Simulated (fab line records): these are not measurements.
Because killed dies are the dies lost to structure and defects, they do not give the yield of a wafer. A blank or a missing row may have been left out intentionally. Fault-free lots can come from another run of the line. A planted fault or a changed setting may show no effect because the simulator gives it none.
Which tool did it? :: flow rit_cmos :: 7 lots with 21 wafers sampled at 2 steps, on a route of 202 steps

## WHAT THE GAUGES READ, wafer by wafer
RIT_NSD_OVL_MEAS_06.
lot: L647
measured: day 3 07:13
on: overlay-02
NSD_OVL (nm): -3.0 -0.4 -1.1

lot: L650
measured: day 3 23:10
on: overlay-02
NSD_OVL (nm): 2.9 0.6 1.3

lot: L653
measured: day 4 17:06
on: overlay-01
NSD_OVL (nm): 0.2 1.1 0.5

lot: L655
measured: day 5 02:22
on: overlay-01
NSD_OVL (nm): -3.2 -3.8 -2.5

lot: L660
measured: day 6 04:29
on: overlay-02
NSD_OVL (nm): 3.8 2.4 2.0

lot: L667
measured: day 7 13:13
on: overlay-02
NSD_OVL (nm): - - -

lot: L669
measured: day 8 09:28
on: overlay-01
NSD_OVL (nm): -4.0 -2.8 -1.8

## TOOL THAT RAN EACH LOT (tool first, then ch and the chambers of the sampled wafers, then the start)
lot: L647
RIT_NSD_COAT_01: litho_track-02 ch 0, day 3 06:32

lot: L650
RIT_NSD_COAT_01: litho_track-03 ch 0, day 3 22:20

lot: L653
RIT_NSD_COAT_01: litho_track-03 ch 0, day 4 16:16

lot: L655
RIT_NSD_COAT_01: litho_track-03 ch 0, day 5 01:41

lot: L660
RIT_NSD_COAT_01: litho_track-03 ch 0, day 6 01:56

lot: L667
RIT_NSD_COAT_01: litho_track-02, day 7 12:31

lot: L669
RIT_NSD_COAT_01: litho_track-03 ch 0, day 8 08:46
- RIT_NSD_COAT_01: resist thk 1000 nm.

## THE ANSWER, worked out from the rows above alone
Rule: the lots themselves supply what counts as usual. Put in order of their means at a reading, lots are off if they are a third of the lots or fewer, leave a main group of 4 or more, and stand apart from it by a gap of 3 or more times the standard deviation of the main group's means; of several such gaps the widest counts. A main group whose means are all the same, to the digits that the tables above print for the reading, isn't used. A lot without any number at a reading at which 4 lots or more have one is off too. All remaining lots with rows at the step are treated as sound.
Off: L667, seen at RIT_NSD_OVL_MEAS_06 (NSD_OVL). Without a number there: L667. The main group: mean -0.4 nm, standard deviation 2.2.
If a tool, at a process step before that reading, ran all the lots that are off and no sound lot after the first of them, it fits. Gauges at RIT_NSD_OVL_MEAS_06: tried the same way as those tools. This does not decide it: 2 tools fit, namely litho_track-02 at RIT_NSD_COAT_01 and overlay-02 at RIT_NSD_OVL_MEAS_06.

## WHAT THE SIMULATOR HAD INSERTED
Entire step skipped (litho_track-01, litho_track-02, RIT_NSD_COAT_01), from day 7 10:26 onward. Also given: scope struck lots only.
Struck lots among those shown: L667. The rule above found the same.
